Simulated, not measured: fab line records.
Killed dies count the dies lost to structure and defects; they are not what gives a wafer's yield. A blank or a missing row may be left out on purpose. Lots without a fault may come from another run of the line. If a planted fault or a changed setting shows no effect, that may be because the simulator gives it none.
One fault through the eyes of 2 desks	flow rit_cmos	numbers are kept per desk, each desk with only its own; the story behind them comes last

== FOR THE TOOL OWNER'S DESK: implanter-03 ==
For each lot that ran on this tool, the mean over its sampled wafers that have a number, from the tool's own readings at RIT_PSD_IMPLANT_08. If a lot's mean is further than 4 standard deviations from the usual mean, the lot is out of limits and carries the mark OUT (the distance appears in the brackets).
Columns: A = beam_on_s at RIT_PSD_IMPLANT_08, usual 12.4 s; B = dose_ions_cm2 at RIT_PSD_IMPLANT_08, usual 5e+15
lot	first seen here	A	B
L441	day 3 13:24	12.5	5e+15
L442	day 3 20:17	12.7	5e+15
L445	day 4 07:07	12.6	5e+15
L449	day 5 07:56	12.5	5e+15
L460	day 7 11:53	15.2 (+6.0) OUT	6e+15 (+99 or more) OUT
L461	day 7 17:04	15.4 (+6.3) OUT	6e+15 (+99 or more) OUT
This desk's finding: out of limits on L460, L461; first on L460, day 7 11:53 (beam_on_s at RIT_PSD_IMPLANT_08). L441, L442, L445, L449 stayed within limits.

== AT THE METROLOGY DESK ==
Lot by lot, what the gauges showed, no matter which tool ran the lot: averages of those sampled wafers that carry a number. If a lot's mean is further than 4 standard deviations from the usual mean, the lot is out of limits and carries the mark OUT (the distance appears in the brackets).
Columns: A = INCOMING_BOW at RIT_ACTIVE_BOW_MEAS_00, usual 1 um; B = NRETRO_TW at RIT_NRETRO_TW_MEAS_10, usual 1065; C = PSD_TW at RIT_PSD_TW_MEAS_10, usual 3452; D = PSD_RS at RIT_SDANNEAL_RS_MEAS_04, usual 115.87 ohm/sq
lot	first seen here	A	B	C	D
L439	day 1 10:01	3	1065	3418	115.99
L441	day 1 20:01	-1	1067	3430	115.76
L442	day 2 01:01	1	1064	3453	115.89
L443	day 2 06:00	-0	1060	3459	116.08
L445	day 2 16:00	-1	1062	3480	115.52
L446	day 2 21:00	-9	1062	3447	115.82
L447	day 3 02:02	2	1059	3476	116.07
L448	day 3 07:04	-2	1069	3487	115.88
L449	day 3 12:01	0	1071	3468	116.08
L450	day 3 17:00	-2	1067	3458	115.49
L451	day 3 22:00	11	1061	3487	115.74
L452	day 4 03:02	4	1064	3455	115.90
L460	day 5 19:02	-1	1065	3509	113.46 (-9.3) OUT
L461	day 6 00:00	0	1065	3509	113.45 (-9.3) OUT
Finding of this desk: L460, L461 out of limits, first seen on L460 at day 7 12:44 (PSD_RS at RIT_SDANNEAL_RS_MEAS_04). L439, L441, L442, L443, L445, L446, L447, L448, L449, L450, L451, L452 stayed within limits.

== BROUGHT TOGETHER ==
On L460, L461, at day 7 11:53, an alarm was possible from the tool owner's desk.
An alarm was possible from the metrology desk at day 7 12:44, on L460, L461.
All the named lots went through RIT_PSD_IMPLANT_08 on implanter-03.

== WHAT THE SIMULATOR HAD PUT IN ==
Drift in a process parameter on implanter-03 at RIT_PSD_IMPLANT_08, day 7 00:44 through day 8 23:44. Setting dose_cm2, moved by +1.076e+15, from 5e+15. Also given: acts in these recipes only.
Lots struck among those shown: L460, L461.
Counting hours from when the fault started, the first reading out of limits came at 11 for the tool owner's desk and at 12 for the metrology desk.
